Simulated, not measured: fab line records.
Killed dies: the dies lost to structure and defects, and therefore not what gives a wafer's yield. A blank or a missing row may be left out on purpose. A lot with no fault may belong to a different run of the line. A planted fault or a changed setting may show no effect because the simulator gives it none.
8D (eight disciplines) problem report, filled in by code	flow berkeleyCmos170	the parts of the form that need people (team, actions taken, sign-off) are left out

## 1. WHAT WENT WRONG
runLengthS at UCB170_GATE_SOFTBAKE_08 reads a mean of 120.59 s on 6 wafers of 2 lots; wafers without a fault read 89.04 s with a standard deviation of 0.12. So: +99 or more standard deviations from the usual mean.
The step: time 60 s.
The first sign was on wafer L380.2 at day 7 22:00, on lithoTrack-02. Wafers with a number at this step in the record: 18, from 6 lots. The rule behind "out" and "out of limits": a value lying over 4 standard deviations away from the usual mean. Any other wafer with a number is counted as sound.

## 2. WHAT THIS IS AND IS NOT
question	is	is not
which readings at this step	runLengthS	-
which lots	L380, L384	L373, L378, L391, L394
which wafers of those lots	all that have a number	-
read on which tools	lithoTrack-02	lithoTrack-01, lithoTrack-03
when	from day 7 22:00	up to then (6 sound wafers); but 6 sound wafers of L391, L394 came after

## 3. WHAT RULES OUT EACH SUSPECT
Counting: a tool at any process step up to the reading remains a suspect when it ran all the lots that are out and ran no sound lot after the first of those.
- plasmaAsher-01 at UCB170_PVT_STRIP_08 (strips in O2): ruled out as a lasting fault. Sound lots L391 ran on it after its first lot that is out, L380 (day 7 08:07).
- lithoTrack-02 at UCB170_GATE_SOFTBAKE_08 (time 60 s): kept. It ran every lot that is out, first L380 (day 7 22:00), and no sound lot after that. On those wafers its own readings are out: runLengthS.
Remaining after the count: lithoTrack-02 at UCB170_GATE_SOFTBAKE_08.

## 4. THE CAUSE (what the simulator had put in)
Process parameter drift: lithoTrack-02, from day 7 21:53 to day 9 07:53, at UCB170_GATE_SOFTBAKE_08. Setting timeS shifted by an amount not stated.
Counting left only this tool.

## 5. SEQUENCE OF EFFECTS, ordered by route
One row per reading whose mean, taken over the struck wafers that have a number, lies over 3 standard deviations from the usual. Readings are gone through only where the record gives a usual standard deviation; hours: the median, over the lots, of the time from a lot's start at the first step in this table giving one to that lot's start at this step; sigmas: the change measured in usual standard deviations.
hours	step	reading	usual	on struck wafers	change	sigmas
0	UCB170_GATE_SOFTBAKE_08	runLengthS	89.04 s	120.59	+31.55	+99 or more
The process steps in it:
- UCB170_GATE_SOFTBAKE_08: time 60 s.
At these later measuring or inspecting steps, every struck wafer for which the step has a row has a number for every such reading, and none has moved that far: UCB170_GATE_CD_MEAS_12, UCB170_GATE_OVL_MEAS_13.

## 6. WHAT WOULD HAVE CAUGHT IT SOONER
0 hours passed between the start of the fault at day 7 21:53 and the first reading out of limits in this record, taken at day 7 22:00.
